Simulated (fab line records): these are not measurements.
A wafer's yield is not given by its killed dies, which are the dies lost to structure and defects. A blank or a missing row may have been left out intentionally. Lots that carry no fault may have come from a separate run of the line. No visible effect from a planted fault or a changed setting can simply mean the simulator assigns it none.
A struck lot beside a sound one    flow ritCmos    15 steps out of a route of 202
Sound: wafers L130.3, L130.5, L130.6. Struck: wafers L139.4, L139.5 (left out: L139.2, a lot-mate that was not struck); the cause follows at the end.
Per side, at each step with rows, come the tool, then ch with its chambers, and then its first start. Under that, the readings that differ: sound wafers    struck wafers    difference of the means    sigmas: that difference in standard deviations of wafers without a fault.
alike: words and numbers the same on both sides, and readings whose means are apart by under 2 such deviations; not compared: readings that were withheld, readings missing a value for some wafer, numbers with overlapping values and no deviation given by the record, and bounds like >300 which may hide the same value.
The two part at a step that has a row with sigmas, a row that says differs or no value, or rows on one side only. Non-overlapping numbers with no deviation appear without sigmas and do not part them. Lack of a reading on every wafer of one side parts them only where that side has two or more wafers.

RIT_M1_THK_MEAS_02: measures by xrf.
  sound: filmMetro-01 at day 5 07:17; struck: filmMetro-03 at day 6 22:56
  alike: M1_AL_THK
then, 6 steps without rows for these wafers: RIT_M1_HMDS_03 (prime time 60 s); RIT_M1_COAT_04 (resist thk 1300 nm); RIT_M1_SOFTBAKE_05 (time 60 s); RIT_M1_EXPOSE_06 (exposes mask M12, target cd 2600 nm); RIT_M1_PEB_07; RIT_M1_DEVELOP_08 (develop time 68 s).
RIT_M1_CD_MEAS_09: target cd 2600 nm.
  sound: cdSem-01 at day 5 08:14; struck: cdSem-02 at day 7 00:00
reading    sound                 struck         difference  sigmas
cdNm (nm)  2605.0 2604.5 2606.1  2599.3 2598.3  -6.4        -2
RIT_M1_OVL_MEAS_10:
  sound: overlay-02 at day 5 08:20; struck: overlay-02 at day 7 00:07
  alike: M1_OVL
then, 1 step without rows for these wafers: RIT_M1_HARDBAKE_11 (time 120 s).
RIT_M1_METAL_ETCH_12: etches Al in Cl2/BCl3, stops on SiO2, time 165 s, target depth 600 nm.
  sound on rieMetal-01 ch 0,1, day 5 08:40; struck on rieMetal-03 ch 0, day 7 00:23
reading               sound           struck     difference  sigmas
throttleValvePct (%)  8.37 8.36 8.35  8.12 8.12  -0.24       -3
  alike: drypumpMotorCurrentA, oesProductAu
  not compared: rfHoursCounterH
then, 1 step without rows for these wafers: RIT_M1_STRIP_13 (strips in nmp, time 600 s).
RIT_M1_STRIP_14: strips in O2, time 180 s.
  sound on plasmaAsher-01 ch 0,1, day 5 09:00; struck on plasmaAsher-01 ch 1, day 7 00:44
reading                   sound              struck       difference  sigmas
drypumpMotorCurrentA (A)  6.2 6.2 4.8        4.8 4.8      -0.9        -2
runLengthS (s)            207.8 207.6 208.5  160.0 159.9  -48.0       -99 or more
  not compared: rfHoursCounterH
RIT_M1_CD_MEAS_90: target cd 2600 nm.
  sound: cdSem-01 at day 5 09:10; struck: cdSem-02 at day 7 00:55
  alike: cdNm
RIT_M1_PROBE_99:
  sound: prober-02 at day 5 10:58; struck: prober-01 at day 7 02:47
  alike: defectLimitedYield, killed_at_M0_to_M3, killedAtContacts, killedAtFrontEnd, killedDies, killedOpen, killedShort, sort_bin_3_pad_short, sort_bin_5_function, sort_bin_6_memory, sortNPass, sortYieldPct

## WHERE THEY PART
At RIT_M1_CD_MEAS_09 first; at RIT_M1_STRIP_14 last (within this record only). Later steps at which nothing parts them and some readings are alike: RIT_M1_CD_MEAS_90, RIT_M1_PROBE_99.

WHY: what the simulator had put in
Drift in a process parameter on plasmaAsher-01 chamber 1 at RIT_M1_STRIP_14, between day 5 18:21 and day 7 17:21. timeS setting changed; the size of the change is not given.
